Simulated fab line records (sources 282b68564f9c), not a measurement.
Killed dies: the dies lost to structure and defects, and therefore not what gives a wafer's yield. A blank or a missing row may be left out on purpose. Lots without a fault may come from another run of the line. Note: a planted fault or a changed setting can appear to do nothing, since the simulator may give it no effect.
A lot that was struck, set against a sound lot    flow ritCmos    15 out of 202 route steps
Sound: wafers L706.1, L706.3, L706.5. Wafers L710.1, L710.2, L710.5 were the ones struck. The cause is given at the end.
Each step with rows lists, per side, the tool, then ch with its chambers, then its first start. Under that, the readings that differ: sound wafers    struck wafers    difference of the means    sigmas: that difference in standard deviations of wafers without a fault.
alike: readings whose means differ by less than 2 such deviations, and words and numbers that are the same on both sides. not compared: withheld readings, readings that some wafer has no value for, bounds like >300 that may hide the same value, and numbers for which the record gives no deviation and whose values overlap.
A row with sigmas, a row that says differs or no value, or rows on one side alone: a step with any of these is where the two part. Non-overlapping numbers with no deviation appear without sigmas and do not part them. A reading missing from all wafers of one side parts the sides only when that side holds two or more wafers.

RIT_PWELL_TW_MEAS_10:
  sound on filmMetro-04 at day 4 06:55; struck on filmMetro-03 at day 5 01:55
  alike: PWELL_TW
then, 1 step without rows for these wafers: RIT_WELLDRIVE_ANNEAL_00 (time 14700 s).
RIT_WELLDRIVE_RS_MEAS_01: measures by four-point-probe.
  sound on filmMetro-03 at day 4 12:04; struck on filmMetro-02 at day 5 07:04
  alike: NWELL_RS
RIT_WELLDRIVE_RS_MEAS_02: measures by four-point-probe.
  sound on filmMetro-03 at day 4 12:11; struck on filmMetro-02 at day 5 07:11
  alike: PWELL_RS
then, 6 steps without rows for these wafers: RIT_NRETRO_HMDS_00 (prime time 60 s); RIT_NRETRO_COAT_01 (resist thk 1300 nm); RIT_NRETRO_SOFTBAKE_02 (time 60 s); RIT_NRETRO_EXPOSE_03 (exposes mask M4, target cd 43900 nm); RIT_NRETRO_PEB_04; RIT_NRETRO_DEVELOP_05 (develop time 68 s).
RIT_NRETRO_OVL_MEAS_06:
  sound on overlay-02 at day 4 13:11; struck on overlay-02 at day 5 08:11
  alike: NRETRO_OVL
then, 1 step without rows for these wafers: RIT_NRETRO_HARDBAKE_07 (time 120 s).
RIT_NRETRO_IMPLANT_08:
  sound on implanter-03 ch 0, day 4 13:28; struck on implanter-02 ch 0, day 5 08:28
reading            sound              struck             difference  sigmas
tiltDeg (degrees)  6.996 6.997 6.968  7.563 7.555 7.573  +0.577      +26
RIT_NRETRO_STRIP_09: strips in O2, time 180 s.
  sound on plasmaAsher-03 ch 0,1, day 4 13:37; struck on plasmaAsher-02 ch 0,1, day 5 08:37
  alike: drypumpMotorCurrentA
  not compared: rfHoursCounterH
RIT_M1_PROBE_99:
  sound on prober-02 at day 5 17:25; struck on prober-02 at day 6 11:21
  alike: killedAtContacts, killedAtFrontEnd, killedDies, killedOpen, killedShort

WHERE THEY PART
Only at RIT_NRETRO_IMPLANT_08, as far as this record shows. Later steps at which nothing parts them and some readings are alike: RIT_NRETRO_STRIP_09, RIT_M1_PROBE_99.

WHY: what had been put in by the simulator
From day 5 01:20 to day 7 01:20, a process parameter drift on implanter-02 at RIT_NRETRO_IMPLANT_08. The setting tiltDeg was moved by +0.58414, starting from 7. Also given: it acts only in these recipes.
